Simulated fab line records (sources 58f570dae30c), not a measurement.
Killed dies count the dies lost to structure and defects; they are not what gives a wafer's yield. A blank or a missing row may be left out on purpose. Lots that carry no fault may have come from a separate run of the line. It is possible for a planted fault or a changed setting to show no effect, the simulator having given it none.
Struck lot and sound lot, side by side	flow berkeley_cmos170	14 out of 331 route steps
Sound: the wafers L317.1, L317.3, L317.5. Wafers struck: L319.1, L319.2, L319.3. The cause is named last.
Per side, at each step with rows, come the tool, then ch with its chambers, and then its first start. Under that, the readings that differ: sound wafers	struck wafers	difference of the means	sigmas: that difference in standard deviations of wafers without a fault.
alike: same words and numbers on both sides, and readings whose means sit less than 2 such deviations apart. not compared: any withheld reading, any reading some wafer has no value for, any bound like >300 that may hide the same value, and any number with overlapping values for which the record gives no deviation.
The two part at a step that has a row with sigmas, a row that says differs or no value, or rows on one side only. When numbers do not overlap yet have no deviation, they are printed without sigmas and do not part them. A reading missing from all wafers of one side parts the sides only when that side holds two or more wafers.

UCB170_M2_RS_MEAS_02: measures by four-point-probe.
  struck on film_metro-01, day 10 14:31; sound on film_metro-03, day 9 17:59
  alike: M2_AL_RS
UCB170_M2_THK_MEAS_03: measures by xrf.
  struck on film_metro-01, day 10 14:38; sound on film_metro-03, day 9 18:06
  alike: M2_AL_THK
then, 3 steps without rows for these wafers: UCB170_M2_HMDS_04 (prime time 60 s); UCB170_M2_COAT_05 (resist thk 900 nm); UCB170_M2_SOFTBAKE_06 (time 60 s).
UCB170_M2_STRIP_07: strips in O2.
  sound on plasma_asher-03 ch 0,1, day 9 18:37; struck on plasma_asher-03 ch 0,1, day 10 15:11
  alike: chamber_pressure_mTorr, drypump_motor_current_A, oes_product_au, strip_time_to_endpoint_s
  not compared: rf_hours_counter_h
then, 6 steps without rows for these wafers: UCB170_M2_STRIP_08 (strips KrF in DMSO, time 600 s); UCB170_M2_COAT_09; UCB170_M2_COAT_10 (resist thk 900 nm); UCB170_M2_SOFTBAKE_11 (time 60 s); UCB170_M2_EXPOSE_12 (exposes mask METAL2, target cd 700 nm); UCB170_M2_PEB_13.
UCB170_M2_DEVELOP_14: develop time 45 s.
  sound on litho_track-04 ch 0, day 9 19:00; struck on litho_track-04, day 10 16:00
  no value came back on the struck wafers for chill_plate_temp_C (C), develop_time_s (s); on the sound wafers chill_plate_temp_C (C) reads 23.04 23.04 22.78
reading	sound	struck	difference	sigmas
model.KrF_of_M2_COAT_10.thk_nm (nm)	887 888.3 886.7	896.7 900.7 898.1	+11.2	
UCB170_M2_CD_MEAS_15 targets a cd of 700 nm.
  struck on cd_sem-01, day 10 16:40; sound on cd_sem-02, day 9 19:51
reading	sound	struck	difference	sigmas
cd_nm (nm)	698.7 700.2 699.7	- - -	no value on the struck wafers	

WHERE THEY PART
Earliest at UCB170_M2_DEVELOP_14; latest, in this record, at UCB170_M2_CD_MEAS_15.

WHY: what the simulator had put in
At UCB170_M2_DEVELOP_14, the step was skipped entirely on litho_track-04 from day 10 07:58 on. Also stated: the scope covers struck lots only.
